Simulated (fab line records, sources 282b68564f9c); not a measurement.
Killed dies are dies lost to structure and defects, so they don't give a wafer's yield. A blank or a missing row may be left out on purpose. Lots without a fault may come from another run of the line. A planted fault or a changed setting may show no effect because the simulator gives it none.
fab line records | flow rit_cmos
record lots=5 wafers=23
route steps=202 shown CONTACT@173 M1@190
start_h: hours from the record's first day to the start of the lot's first wafer shown | wait_h: hours since the lot's step before | " the same as in the row above | L1.1+2: a row that stands for several wafers | - no value, or no start given | * or withheld: withheld | < > ~ a bound
route shown NAME@n: a module of which the file shows steps, and the number in the route of the first | usual: mean/standard deviation of fault-free wafers | same: alike in all rows | chamber/n: place in a boat | sites: the reading at each site | _std_site: their standard deviation | _edge_site: outer sites' mean less inner sites' | radius_mm: how far each site lies from the wafer's centre | mask NAME#n: copy n | behind: the tool/chamber that last shaped the wafer | hold: why the lot was held/for how many hours/how that ended | device: the transistor (n, p or np) that didn't switch | end of line: the same wafers' tests at the end of the route | a step without rows: its recipe alone | killed: dies lost to structure and defects at the first sort, not the wafer's yield | map: a wafer's dies, x killed, . not, _ none there
set.NAME: the setting as run; set.NAME@STEP: as run at that earlier step | model.NAME: the simulator's own value behind a step, which no gauge read
lots whose settings were changed on purpose; a table a step, a row a wafer
## steps
# step RIT_CONTACT_EXPOSE_05
# recipe mask_id=M11 na=0.6 source_shape=conventional sigma_outer=0.5 target_cd_nm=1000 dose_mj=250
# columns lot.wafer tool chamber start_h wait_h mask set.dose_mj
L074.1+5+6 iline_stepper-02 0 62.50 0.1 M11#0 267.8
L074.3+4 " 0 " " M11#0 250
L076.1+5 iline_stepper-02 0 71.38 0.1 M11#0 250
L076.2+3+6 " 0 " " M11#0 242.1
L080.2+4+6 iline_stepper-01 0 87.22 0.1 M11#0 250
L081.1+3+4+5+6 iline_stepper-02 0 91.61 0.2 M11#0 250
L084.1+2+5 iline_stepper-01 0 103.31 0.3 M11#0 250
L084.4+6 " 0 " " M11#0 257.9
# step RIT_CONTACT_DEVELOP_07
# recipe resist=NOVOLAK develop_time_s=120 dev_temp_c=23
# columns lot.wafer tool chamber start_h wait_h set.develop_time_s
L074.1+3+4+5+6 litho_track-01 0 - - 120
L076.1+6 litho_track-02 0 - - 127.7
L076.2+3+5 " 0 " " 120
L080.2+4+6 litho_track-04 0 - - 120
L081.1+3+5 litho_track-02 0 - - 110
L081.4+6 " 0 " " 120
L084.1+4 litho_track-02 0 - - 120
L084.2+5+6 " 0 " " 112.5
# step RIT_CONTACT_CD_MEAS_08
# recipe target_cd_nm=1000
# usual cd_nm=999.6/2.2
# columns lot.wafer tool chamber start_h wait_h set.dose_mj@CONTACT_EXPOSE_05 set.develop_time_s@CONTACT_DEVELOP_07 cd_nm
L074.1 cd_sem-02 - 63.14 - 267.8 120 1019.9
L074.3 " - " " 250 120 1001.5
L074.4 " - " " 250 120 1001.4
L074.5 " - " " 267.8 120 1019.0
L074.6 " - " " 267.8 120 1020.8
L076.1 cd_sem-02 - 71.89 - 250 127.7 1009.9
L076.2 " - " " 242.1 120 994.9
L076.3 " - " " 242.1 120 994.3
L076.5 " - " " 250 120 1005.5
L076.6 " - " " 242.1 127.7 1000.6
L080.2 cd_sem-01 - 87.74 - 250 120 995.0
L080.4 " - " " 250 120 997.1
L080.6 " - " " 250 120 998.0
L081.1 cd_sem-01 - 92.33 - 250 110 991.3
L081.3 " - " " 250 110 991.4
L081.4 " - " " 250 120 999.6
L081.5 " - " " 250 110 991.6
L081.6 " - " " 250 120 999.0
L084.1 cd_sem-02 - 103.97 - 250 120 998.3
L084.2 " - " " 250 112.5 993.9
L084.4 " - " " 257.9 120 1004.6
L084.5 " - " " 250 112.5 991.2
L084.6 " - " " 257.9 112.5 999.7
# step RIT_CONTACT_HARDBAKE_10
# recipe resist=NOVOLAK temp_c=140 time_s=60
# step RIT_CONTACT_ETCH_11
# recipe target_depth_a=4800 over_etch_frac=0.2 stop_on=TiSi2 chemistry=CHF3/CF4/Ar target=SiO2 CHF3_flow_sccm=50 cf4_flow_sccm=10 Ar_flow_sccm=100 O2_flow_sccm=5 pressure_mtorr=100 rf_w=200 time_s=320
# columns lot.wafer tool chamber start_h wait_h set.dose_mj@CONTACT_EXPOSE_05 set.develop_time_s@CONTACT_DEVELOP_07 model.CONTACT.cd_nm
L074.1+5 rie_diel-03 2,0 63.44 0.1 267.8 120 1019
L074.3 " 1 " " 250 120 1002
L074.4 " 3 " " 250 120 1001
L074.6 " 3 " " 267.8 120 1021
L076.1 rie_diel-01 2 72.20 0.1 250 127.7 1010
L076.2+3 " 0,3 " " 242.1 120 994.9
L076.5 " 0 " " 250 120 1005
L076.6 " 2 " " 242.1 127.7 1000
L080.2 rie_diel-04 1 88.11 0.1 250 120 994.7
L080.4+6 " 0,2 " " 250 120 997.4
L081.1 rie_diel-01 3 92.78 0.1 250 110 991.3
L081.3 " 0 " " 250 110 990.9
L081.4 " 2 " " 250 120 998.9
L081.5 " 0 " " 250 110 991.4
L081.6 " 1 " " 250 120 998.8
L084.1 rie_diel-03 0 104.28 0.1 250 120 998.1
L084.2 " 2 " " 250 112.5 993.6
L084.4 " 0 " " 257.9 120 1005
L084.5 " 2 " " 250 112.5 990.8
L084.6 " 0 " " 257.9 112.5 999.6
# step RIT_CONTACT_STRIP_12
# recipe chemistry=O2 time_s=180 resist=NOVOLAK platen_temp_c=withheld power_w=500 pressure_mtorr=4000 o2_flow_sccm=4000
# step RIT_CONTACT_CD_MEAS_90
# recipe target_cd_nm=1000
# usual cd_nm=999.4/2.3
# columns lot.wafer tool chamber start_h wait_h set.dose_mj@CONTACT_EXPOSE_05 set.develop_time_s@CONTACT_DEVELOP_07 cd_nm
L074.1 cd_sem-01 - 63.81 0.1 267.8 120 1019.8
L074.3 " - " " 250 120 1001.7
L074.4 " - " " 250 120 1001.3
L074.5 " - " " 267.8 120 1019.1
L074.6 " - " " 267.8 120 1021.0
L076.1 cd_sem-02 - 72.57 0.1 250 127.7 1009.6
L076.2 " - " " 242.1 120 994.9
L076.3 " - " " 242.1 120 994.9
L076.5 " - " " 250 120 1005.3
L076.6 " - " " 242.1 127.7 1000.3
L080.2 cd_sem-02 - 88.50 0.1 250 120 994.7
L080.4 " - " " 250 120 997.4
L080.6 " - " " 250 120 997.4
L081.1 cd_sem-02 - 93.15 0.1 250 110 991.7
L081.3 " - " " 250 110 991.1
L081.4 " - " " 250 120 999.2
L081.5 " - " " 250 110 991.6
L081.6 " - " " 250 120 998.7
L084.1 cd_sem-02 - 104.75 0.1 250 120 998.3
L084.2 " - " " 250 112.5 994.0
L084.4 " - " " 257.9 120 1004.5
L084.5 " - " " 250 112.5 990.7
L084.6 " - " " 257.9 112.5 1000.0
# step RIT_M1_EXPOSE_06
# recipe mask_id=M12 na=0.6 source_shape=conventional sigma_outer=0.5 target_cd_nm=2600 dose_mj=250
# columns lot.wafer tool chamber start_h wait_h mask set.dose_mj
L074.1+3+4 iline_stepper-01 0 65.42 0.1 M12#0 239
L074.5+6 " 0 " " M12#0 250
L076.1+2+3+5+6 iline_stepper-02 0 74.11 0.2 M12#0 250
L080.2+4+6 iline_stepper-01 0 89.89 0.1 M12#0 250
L081.1+5+6 iline_stepper-02 0 94.82 0.2 M12#0 266.4
L081.3+4 " 0 " " M12#0 250
L084.1+2+4 iline_stepper-02 0 106.27 0.2 M12#0 250
L084.5+6 " 0 " " M12#0 235.9
# step RIT_M1_PEB_07
# recipe resist=NOVOLAK temp_c=withheld time_s=withheld
# step RIT_M1_DEVELOP_08
# recipe resist=NOVOLAK develop_time_s=68 dev_temp_c=23
# step RIT_M1_CD_MEAS_09
# recipe target_cd_nm=2600
# usual cd_nm=2600.7/2.1
# columns lot.wafer tool chamber start_h wait_h set.dose_mj@M1_EXPOSE_06 cd_nm
L074.1 cd_sem-01 - 65.86 - 239 2616.2
L074.3 " - " " 239 2614.2
L074.4 " - " " 239 2617.0
L074.5 " - " " 250 2604.6
L074.6 " - " " 250 2604.6
L076.1 cd_sem-01 - 74.54 - 250 2600.9
L076.2 " - " " 250 2598.6
L076.3 " - " " 250 2599.7
L076.5 " - " " 250 2600.2
L076.6 " - " " 250 2600.0
L080.2 cd_sem-02 - 90.32 - 250 2600.8
L080.4 " - " " 250 2599.9
L080.6 " - " " 250 2599.6
L081.1 cd_sem-02 - 95.33 - 266.4 2585.1
L081.3 " - " " 250 2602.9
L081.4 " - " " 250 2603.0
L081.5 " - " " 266.4 2586.9
L081.6 " - " " 266.4 2583.4
L084.1 cd_sem-01 - 106.70 - 250 2602.7
L084.2 " - " " 250 2604.1
L084.4 " - " " 250 2601.8
L084.5 " - " " 235.9 2619.4
L084.6 " - " " 235.9 2618.6
# step RIT_M1_METAL_ETCH_12
# recipe stop_on=SiO2 chemistry=Cl2/BCl3 target=Al time_s=165 over_etch_frac=0.5 pressure_mtorr=100 target_depth_a=6000 rf_w=250 Cl2_flow_sccm=60 bcl3_flow_sccm=50
# columns lot.wafer tool chamber start_h wait_h set.rf_w set.dose_mj@M1_EXPOSE_06 model.NOVOLAK_of_M1_COAT_04.thk_nm model.M1.cd_nm
L074.1 rie_metal-04 0 66.26 0.2 250 239 833.3 2619
L074.3 " 1 " " 250 239 807.2 2612
L074.4 " 0 " " 250 239 833.5 2621
L074.5 " 0 " " 250 250 830.6 2606
L074.6 " 1 " " 250 250 812.7 2602
L076.1 rie_metal-02 1 74.94 0.2 261.2 250 772.1 2597
L076.2 " 0 " " 250 250 795.3 2600
L076.3 " 1 " " 261.2 250 772.8 2597
L076.5 " 0 " " 261.2 250 781.5 2599
L076.6 " 1 " " 250 250 790 2600
L080.2 rie_metal-01 1 90.71 0.2 250 250 803.3 2598
L080.4 " 1 " " 250 250 803.2 2598
L080.6 " 1 " " 250 250 798.9 2597
L081.1 rie_metal-04 1 95.74 0.2 250 266.4 798.8 2582
L081.3 " 1 " " 250 250 801.5 2601
L081.4 " 0 " " 238 250 836 2607
L081.5 " 1 " " 238 266.4 818 2586
L081.6 " 0 " " 238 266.4 835.3 2588
L084.1 rie_metal-04 0 107.10 0.2 250 250 830.8 2606
L084.2 " 1 " " 273.3 250 780.1 2595
L084.4 " 0 " " 250 250 830.6 2605
L084.5 " 0 " " 250 235.9 834.9 2623
L084.6 " 1 " " 273.3 235.9 776.8 2611
# step RIT_M1_STRIP_13
# recipe chemistry=nmp resist=NOVOLAK temp_c=80 time_s=600 dry=n2_spin
# step RIT_M1_STRIP_14
# recipe chemistry=O2 time_s=180 platen_temp_c=withheld power_w=500 pressure_mtorr=4000 o2_flow_sccm=4000
# step RIT_M1_CD_MEAS_90
# recipe target_cd_nm=2600
# usual cd_nm=2601/3.2
# columns lot.wafer tool chamber start_h wait_h set.dose_mj@M1_EXPOSE_06 cd_nm
L074.1 cd_sem-02 - 66.77 0.1 239 2619
L074.3 " - " " 239 2612
L074.4 " - " " 239 2620
L074.5 " - " " 250 2606
L074.6 " - " " 250 2602
L076.1 cd_sem-01 - 75.45 0.1 250 2597
L076.2 " - " " 250 2600
L076.3 " - " " 250 2597
L076.5 " - " " 250 2599
L076.6 " - " " 250 2600
L080.2 cd_sem-02 - 91.24 0.1 250 2598
L080.4 " - " " 250 2598
L080.6 " - " " 250 2597
L081.1 cd_sem-01 - 96.27 0.1 266.4 2582
L081.3 " - " " 250 2601
L081.4 " - " " 250 2608
L081.5 " - " " 266.4 2586
L081.6 " - " " 266.4 2589
L084.1 cd_sem-01 - 107.61 0.1 250 2606
L084.2 " - " " 250 2595
L084.4 " - " " 250 2605
L084.5 " - " " 235.9 2623
L084.6 " - " " 235.9 2611
# step RIT_M1_ANNEAL_15
# recipe temp_c=450 time_s=1800 ambient=forming_gas_H2N2
# step RIT_M1_PROBE_99
# usual killed_at_M0_to_M3=0.0/0.16 killed_at_contacts=0.1/0.32 killed_at_front_end=7.0/2.9 killed_dies=7.2/2.9 killed_open=3.4/2 killed_short=3.7/2.1
# same gross_dies=264 killed_at_M4_up=0 killed_at_back_side=0 killed_at_other=0
# columns lot.wafer tool chamber start_h wait_h set.energy_kev@PLDD_IMPLANT_08 killed_at_M0_to_M3 killed_at_contacts killed_at_front_end killed_dies killed_open killed_short model.etest.pldd.rs_ohm_sq model.etest.pldd.line_ohm_um
L074.1 prober-01 - 69.76 0.1 19.14 0 0 7 7 4 3 524.6 169.4
L074.3 prober-01 - 69.86 0.2 20 0 0 10 10 1 9 481.8 149.6
L074.4 prober-01 - 69.91 0.2 20 0 0 7 7 3 4 487.3 153.3
L074.5 prober-01 - 69.96 0.2 19.14 0 0 3 3 2 1 517.4 162.2
L074.6 prober-01 - 70.01 0.2 20 0 0 14 14 8 6 487.7 155.3
L076.1 prober-02 - 77.19 0.1 20 0 0 8 8 4 4 509.1 163.3
L076.2 prober-02 - 77.24 0.1 20 0 0 9 9 5 4 511.2 163
L076.3 prober-02 - 77.29 0.2 20 0 0 6 6 4 2 510.3 162.3
L076.5 prober-02 - 77.39 0.2 20 0 0 8 8 4 4 498.5 156.3
L076.6 prober-02 - 77.44 0.2 20 0 0 5 5 2 3 524.3 163.3
L080.2 prober-02 - 93.70 0.1 20 0 0 3 3 2 1 487.1 153.1
L080.4 prober-02 - 93.80 0.2 20 0 1 3 4 3 1 489.5 154.5
L080.6 prober-02 - 93.90 0.2 20 0 0 9 9 5 4 470.4 149.4
L081.1 prober-01 - 98.01 0.1 20 0 0 9 9 4 5 527.5 167
L081.3 prober-01 - 98.11 0.2 19.6 0 0 11 11 3 8 511 161.5
L081.4 prober-01 - 98.16 0.2 20 0 0 5 5 1 4 508.7 160.2
L081.5 prober-01 - 98.21 0.2 20 0 0 6 6 1 3 489.4 154.6
L081.6 prober-01 - 98.26 0.2 19.6 0 0 6 6 4 2 520 161.9
L084.1 prober-02 - 109.35 0.1 20 0 0 7 7 3 4 542 172.9
L084.2 prober-02 - 109.40 0.1 18.91 1 0 7 8 3 5 645 209.5
L084.4 prober-02 - 109.50 0.2 18.91 0 0 10 10 7 3 670 206.3
L084.5 prober-02 - 109.55 0.2 20 0 0 8 8 1 7 547.6 172.3
L084.6 prober-02 - 109.60 0.2 20 0 0 10 10 3 7 544.4 173.3
# killed by level:class
L074.1 FOX1:geometric_particle:short=1 FOX1:geometric_particle:open=1 FOX2:geometric_particle:open=1 GATE:geometric_particle:open=1 REOX:geometric_particle:short=1 REOX:geometric_particle:open=1 SILICIDE:geometric_particle:short=1
L074.3 SPACER:geometric_particle:short=6 FOX2:geometric_particle:short=1 GATE:geometric_particle:short=1 SPACER:geometric_particle:open=1 SILICIDE:geometric_particle:short=1
L074.4 FOX1:geometric_particle:short=2 SPACER:geometric_particle:short=2 SPACER:geometric_particle:open=2 SILICIDE:geometric_particle:open=1
L074.5 FOX1:geometric_particle:short=1 FOX1:geometric_particle:open=1 SILICIDE:geometric_particle:open=1
L074.6 GATE:geometric_particle:open=3 SPACER:geometric_particle:short=2 FOX1:geometric_particle:short=1 FOX1:geometric_particle:open=1 FOX2:geometric_particle:open=1 GATE:geometric_particle:short=1 REOX:geometric_particle:open=1 REOX:geometric_particle:short=1
L076.1 FOX1:geometric_particle:open=3 SILICIDE:geometric_particle:short=2 GATE:geometric_particle:short=1 REOX:geometric_particle:open=1 REOX:geometric_particle:short=1
L076.2 GATE:geometric_particle:open=2 REOX:geometric_particle:short=2 REOX:geometric_particle:open=2 FOX1:geometric_particle:open=1 FOX1:geometric_particle:short=1 GATE:geometric_particle:short=1
L076.3 FOX1:geometric_particle:short=1 FOX2:geometric_particle:open=1 GATE:geometric_particle:open=1 REOX:geometric_particle:open=1 SILICIDE:geometric_particle:short=1 SILICIDE:geometric_particle:open=1
L076.5 REOX:geometric_particle:open=2 REOX:geometric_particle:short=2 FOX1:geometric_particle:short=1 GATE:geometric_particle:open=1 SPACER:geometric_particle:open=1 SILICIDE:geometric_particle:short=1
L076.6 GATE:geometric_particle:short=3 SPACER:geometric_particle:open=2
L080.2 GATE:geometric_particle:open=1 GATE:geometric_particle:short=1 REOX:geometric_particle:open=1
L080.4 FOX1:geometric_particle:short=1 GATE:geometric_particle:open=1 SPACER:geometric_particle:open=1 CONTACT:geometric_particle:open=1
L080.6 GATE:geometric_particle:open=3 GATE:geometric_particle:short=3 FOX1:geometric_particle:short=1 REOX:geometric_particle:open=1 SPACER:geometric_particle:open=1
L081.1 GATE:geometric_particle:open=2 FOX1:geometric_particle:short=1 FOX1:geometric_particle:open=1 FOX2:geometric_particle:short=1 GATE:geometric_particle:short=1 REOX:geometric_particle:short=1 SPACER:geometric_particle:short=1 SILICIDE:geometric_particle:open=1
L081.3 GATE:geometric_particle:short=4 FOX1:geometric_particle:short=2 SPACER:geometric_particle:open=2 SPACER:geometric_particle:short=2 REOX:geometric_particle:open=1
L081.4 GATE:geometric_particle:short=2 FOX1:geometric_particle:short=1 FOX2:geometric_particle:short=1 GATE:geometric_particle:open=1
L081.5 NLDD:coat_microbubble_printed=2 GATE:geometric_particle:short=1 REOX:geometric_particle:short=1 SPACER:geometric_particle:open=1 SILICIDE:geometric_particle:short=1
L081.6 GATE:geometric_particle:open=3 FOX1:geometric_particle:open=1 FOX1:geometric_particle:short=1 SILICIDE:geometric_particle:short=1
L084.1 REOX:geometric_particle:open=2 FOX1:geometric_particle:short=1 GATE:geometric_particle:short=1 REOX:geometric_particle:short=1 SPACER:geometric_particle:short=1 SPACER:geometric_particle:open=1
L084.2 REOX:geometric_particle:short=2 FOX1:geometric_particle:short=1 FOX2:geometric_particle:open=1 FOX2:geometric_particle:short=1 GATE:geometric_particle:open=1 REOX:geometric_particle:open=1 M1:geometric_particle:short=1
L084.4 GATE:geometric_particle:open=3 REOX:geometric_particle:open=2 FOX1:geometric_particle:open=1 FOX2:geometric_particle:open=1 REOX:geometric_particle:short=1 SPACER:geometric_particle:short=1 SILICIDE:geometric_particle:short=1
L084.5 GATE:geometric_particle:short=3 SILICIDE:geometric_particle:short=2 FOX2:geometric_particle:open=1 FOX2:geometric_particle:short=1 SPACER:geometric_particle:short=1
L084.6 SILICIDE:geometric_particle:short=3 REOX:geometric_particle:open=2 REOX:geometric_particle:short=2 FOX2:geometric_particle:short=1 GATE:geometric_particle:short=1 SILICIDE:geometric_particle:open=1
## key
split step=RIT_CONTACT_EXPOSE_05 setting=dose_mj stated=250 by=wafer
response step=RIT_CONTACT_CD_MEAS_08 reading=cd_nm change=+2.69 per=1% r=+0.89
response step=RIT_CONTACT_ETCH_11 reading=model.CONTACT.cd_nm change=+2.67 per=1% r=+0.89
response step=RIT_CONTACT_CD_MEAS_90 reading=cd_nm change=+2.69 per=1% r=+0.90
split step=RIT_CONTACT_DEVELOP_07 setting=develop_time_s stated=120 by=wafer
response step=RIT_CONTACT_CD_MEAS_08 reading=cd_nm slope=+0.895 per=1% together_with=dose_mj@CONTACT_EXPOSE_05 explained=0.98
response step=RIT_CONTACT_ETCH_11 reading=model.CONTACT.cd_nm slope=+0.88 per=1% together_with=dose_mj@CONTACT_EXPOSE_05 explained=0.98
response step=RIT_CONTACT_CD_MEAS_90 reading=cd_nm slope=+0.854 per=1% together_with=dose_mj@CONTACT_EXPOSE_05 explained=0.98
split step=RIT_M1_EXPOSE_06 setting=dose_mj stated=250 by=wafer
response step=RIT_M1_CD_MEAS_09 reading=cd_nm change=-2.73 per=1% r=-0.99
response step=RIT_M1_METAL_ETCH_12 reading=model.M1.cd_nm change=-2.81 per=1% r=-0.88
response step=RIT_M1_CD_MEAS_90 reading=cd_nm change=-2.82 per=1% r=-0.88
split step=RIT_M1_METAL_ETCH_12 setting=rf_w stated=250 by=wafer
response step=RIT_M1_METAL_ETCH_12 reading=model.NOVOLAK_of_M1_COAT_04.thk_nm change=-5.53 per=1% r=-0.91
split outside_this_file step=RIT_PLDD_IMPLANT_08 setting=energy_kev
# split outside_this_file: this setting was split too, and the file shows its column; the key of that split is in another file
